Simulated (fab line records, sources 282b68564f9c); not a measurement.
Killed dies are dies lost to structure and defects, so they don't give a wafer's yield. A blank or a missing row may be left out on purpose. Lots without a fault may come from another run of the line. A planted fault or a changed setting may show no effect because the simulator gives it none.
fab line records | flow rit_cmos
record lots=5 wafers=23
route steps=202 shown M1@184
start_h: hours from the record's first day to the start of the lot's first wafer shown | wait_h: hours since the lot's step before | " the same as in the row above | L1.1+2: a row that stands for several wafers | - no value, or no start given | * or withheld: withheld | < > ~ a bound
route shown NAME@n: a module of which the file shows steps, and the number in the route of the first | usual: mean/standard deviation of fault-free wafers | same: alike in all rows | chamber/n: place in a boat | sites: the reading at each site | _std_site: their standard deviation | _edge_site: outer sites' mean less inner sites' | radius_mm: how far each site lies from the wafer's centre | mask NAME#n: copy n | behind: the tool/chamber that last shaped the wafer | hold: why the lot was held/for how many hours/how that ended | device: the transistor (n, p or np) that didn't switch | end of line: the same wafers' tests at the end of the route | a step without rows: its recipe alone | killed: dies lost to structure and defects at the first sort, not the wafer's yield | map: a wafer's dies, x killed, . not, _ none there
set.NAME: the setting as run; set.NAME@STEP: as run at that earlier step | model.NAME: the simulator's own value behind a step, which no gauge read
lots whose settings were changed on purpose; a table a step, a row a wafer
## steps
# step RIT_M1_SPUTTER_00
# recipe material=Al target_thk_nm=400 power_w=2000 chamber_pressure_pa=0.4 gas=Ar time_s=500 substrate_temp_c=25
# columns lot.wafer tool chamber start_h wait_h set.power_w model.Al_of_M1_SPUTTER_00.thk_nm
L074.1 pvd_sputter-02 - 58.21 0.0 2000 396.6
L074.2 " - " " 2000 393.8
L074.3 " - " " 2000 399.8
L074.5 " - " " 2000 402.7
L074.6 " - " " 2000 394.5
L076.1 pvd_sputter-02 - 68.22 0.0 2000 402.7
L076.2 " - " " 2000 409.7
L076.3 " - " " 2000 406.8
L076.5 " - " " 2000 408.9
L076.6 " - " " 2000 405.8
L077.2 pvd_sputter-01 - 69.74 0.0 2000 403.3
L077.4 " - " " 2000 398.8
L077.5 " - " " 2000 397.4
L079.2 pvd_sputter-01 - 79.14 0.0 2152 425.3
L079.3 " - " " 2000 400
L079.4 " - " " 2000 398.6
L079.5 " - " " 2000 397.7
L079.6 " - " " 2152 430.5
L083.1+2 pvd_sputter-04 - 100.22 0.0 2225 451.1
L083.3 " - " " 2225 447.9
L083.4 " - " " 2000 408.3
L083.6 " - " " 2000 405.4
# step RIT_M1_RS_MEAS_01
# recipe thk_meas_gauge=four-point-probe reads=Al_of_M1_SPUTTER_00
# usual M1_AL_RS=0.0730/0.00086
# columns lot.wafer tool chamber start_h wait_h set.power_w@M1_SPUTTER_00 M1_AL_RS[ohm/sq]
L074.1 film_metro-01 - 58.51 0.1 2000 0.0743
L074.2 " - " " 2000 0.0745
L074.3 " - " " 2000 0.0735
L074.5 " - " " 2000 0.0731
L074.6 " - " " 2000 0.0745
L076.1 film_metro-03 - 68.51 0.1 2000 0.0729
L076.2 " - " " 2000 0.0716
L076.3 " - " " 2000 0.0720
L076.5 " - " " 2000 0.0716
L076.6 " - " " 2000 0.0723
L077.2 film_metro-01 - 70.10 0.2 2000 0.0728
L077.4 " - " " 2000 0.0735
L077.5 " - " " 2000 0.0740
L079.2 film_metro-02 - 79.45 0.2 2152 0.0690
L079.3 " - " " 2000 0.0735
L079.4 " - " " 2000 0.0738
L079.5 " - " " 2000 0.0738
L079.6 " - " " 2152 0.0681
L083.1 film_metro-03 - 100.52 0.1 2225 0.0650
L083.2 " - " " 2225 0.0648
L083.3 " - " " 2225 0.0653
L083.4 " - " " 2000 0.0719
L083.6 " - " " 2000 0.0723
# step RIT_M1_THK_MEAS_02
# recipe thk_meas_gauge=xrf reads=Al_of_M1_SPUTTER_00
# usual M1_AL_THK=408/4.5
# columns lot.wafer tool chamber start_h wait_h set.power_w@M1_SPUTTER_00 M1_AL_THK[nm]
L074.1 film_metro-01 - 58.63 0.1 2000 401
L074.2 " - " " 2000 403
L074.3 " - " " 2000 405
L074.5 " - " " 2000 411
L074.6 " - " " 2000 402
L076.1 film_metro-03 - 68.63 0.1 2000 406
L076.2 " - " " 2000 415
L076.3 " - " " 2000 410
L076.5 " - " " 2000 412
L076.6 " - " " 2000 408
L077.2 film_metro-01 - 70.21 0.1 2000 409
L077.4 " - " " 2000 408
L077.5 " - " " 2000 405
L079.2 film_metro-02 - 79.56 0.1 2152 436
L079.3 " - " " 2000 411
L079.4 " - " " 2000 408
L079.5 " - " " 2000 405
L079.6 " - " " 2152 439
L083.1 film_metro-03 - 100.64 0.1 2225 453
L083.2 " - " " 2225 459
L083.3 " - " " 2225 453
L083.4 " - " " 2000 415
L083.6 " - " " 2000 408
## key
split step=RIT_M1_SPUTTER_00 setting=power_w stated=2000 by=wafer
response step=RIT_M1_SPUTTER_00 reading=model.Al_of_M1_SPUTTER_00.thk_nm change=+3.83 per=1% r=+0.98
response step=RIT_M1_RS_MEAS_01 reading=M1_AL_RS change=-0.000642 per=1% r=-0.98
response step=RIT_M1_THK_MEAS_02 reading=M1_AL_THK change=+3.86 per=1% r=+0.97
